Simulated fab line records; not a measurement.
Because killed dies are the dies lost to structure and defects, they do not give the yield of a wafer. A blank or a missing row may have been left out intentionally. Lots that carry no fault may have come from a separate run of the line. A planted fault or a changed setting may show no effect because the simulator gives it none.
Split-lot trial    flow berkeleyCmos170    5 lots, 23 wafers read, on a route of 331 steps

## SPLIT DETAILS
At UCB170_M3_SPUTTER_01 (material Al, target thk 900 nm, time 120 s), the setting powerW was moved away from the recipe's 6000 W on 6 of the 23 wafers read, by -8.8% to -4.5%. For the rest of the wafers, this setting stayed at what the recipe calls for.

## SPLIT TO READING: what lies between them in the file, 1 step
- UCB170_M3_RS_MEAS_02: measures by four-point-probe

## THE READING
M3_AL_THK, in nm, at UCB170_M3_THK_MEAS_03 (measures by xrf). A value of 891 nm with a standard deviation of 9.3 nm is what fault-free wafers of this fab line usually give.

wafer   tool, chamber at the split  powerW as run, W  against the recipe  M3_AL_THK, nm  against lot-mates on the recipe
L074.1  pvdSputter-02, -            6000              recipe              897            -
L074.2  pvdSputter-02, -            6000              recipe              894            -
L074.3  pvdSputter-02, -            6000              recipe              904            -
L074.4  pvdSputter-02, -            6000              recipe              896            -
L074.5  pvdSputter-02, -            6000              recipe              894            -
L076.1  pvdSputter-04, -            5472              -8.8%               811            -74
L076.3  pvdSputter-04, -            5472              -8.8%               813            -72
L076.4  pvdSputter-04, -            5472              -8.8%               809            -76
L076.5  pvdSputter-04, -            6000              recipe              884            -
L076.6  pvdSputter-04, -            6000              recipe              887            -
L077.1  pvdSputter-01, -            6000              recipe              899            -
L077.2  pvdSputter-01, -            6000              recipe              896            -
L077.3  pvdSputter-01, -            6000              recipe              889            -
L077.4  pvdSputter-01, -            6000              recipe              889            -
L077.5  pvdSputter-01, -            6000              recipe              900            -
L079.2  pvdSputter-02, -            6000              recipe              904            -
L079.4  pvdSputter-02, -            6000              recipe              914            -
L079.5  pvdSputter-02, -            6000              recipe              909            -
L080.1  pvdSputter-01, -            5731              -4.5%               845            -42
L080.2  pvdSputter-01, -            5731              -4.5%               852            -35
L080.3  pvdSputter-01, -            6000              recipe              883            -
L080.5  pvdSputter-01, -            5731              -4.5%               849            -38
L080.6  pvdSputter-01, -            6000              recipe              891            -

FIT RESULTS
A straight line over all 23 wafers: M3_AL_THK changes by +9.79 nm for each +1% of powerW; r = +0.97; the points scatter about the line by 7.7 nm.
The same after taking each lot's own level away (the mean of its wafers on the recipe; 23 wafers): +8.48 nm for each +1%; r = +0.99; scatter 3.8 nm.
That fit puts the effect of the largest move of powerW on the reading at 75 nm.
The lots' own levels span 885.5 to 909.0 nm, that is 2.5 times the standard deviation above.
So the slope is not independent of the lot-to-lot level: the two fits are not the same.
Check: -74.7 nm against its lot-mates is what the line predicts for one of the wafers moved furthest among these (-8.8%) when that wafer is left out of the fit. It came out at -74.5 nm against them.

## THE WHOLE CHAIN: every reading that the file lists as answering this split, in the file's order
step                   what it does                                reading                                                                     change (the file's fit)                r (the file's)
UCB170_M3_SPUTTER_01   material Al, target thk 900 nm, time 120 s  Al_of_M3_SPUTTER_01.thkNm (the simulator's own value, which no gauge read)  +8.54 nm for each +1% of the setting   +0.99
UCB170_M3_RS_MEAS_02   measures by four-point-probe                M3_AL_RS                                                                    -0.000336 for each +1% of the setting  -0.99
UCB170_M3_THK_MEAS_03  measures by xrf                             M3_AL_THK                                                                   +8.49 for each +1% of the setting      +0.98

## THE FILE'S OWN FIT
M3_AL_THK changes by +8.49 nm for each +1% of powerW, r = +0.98.
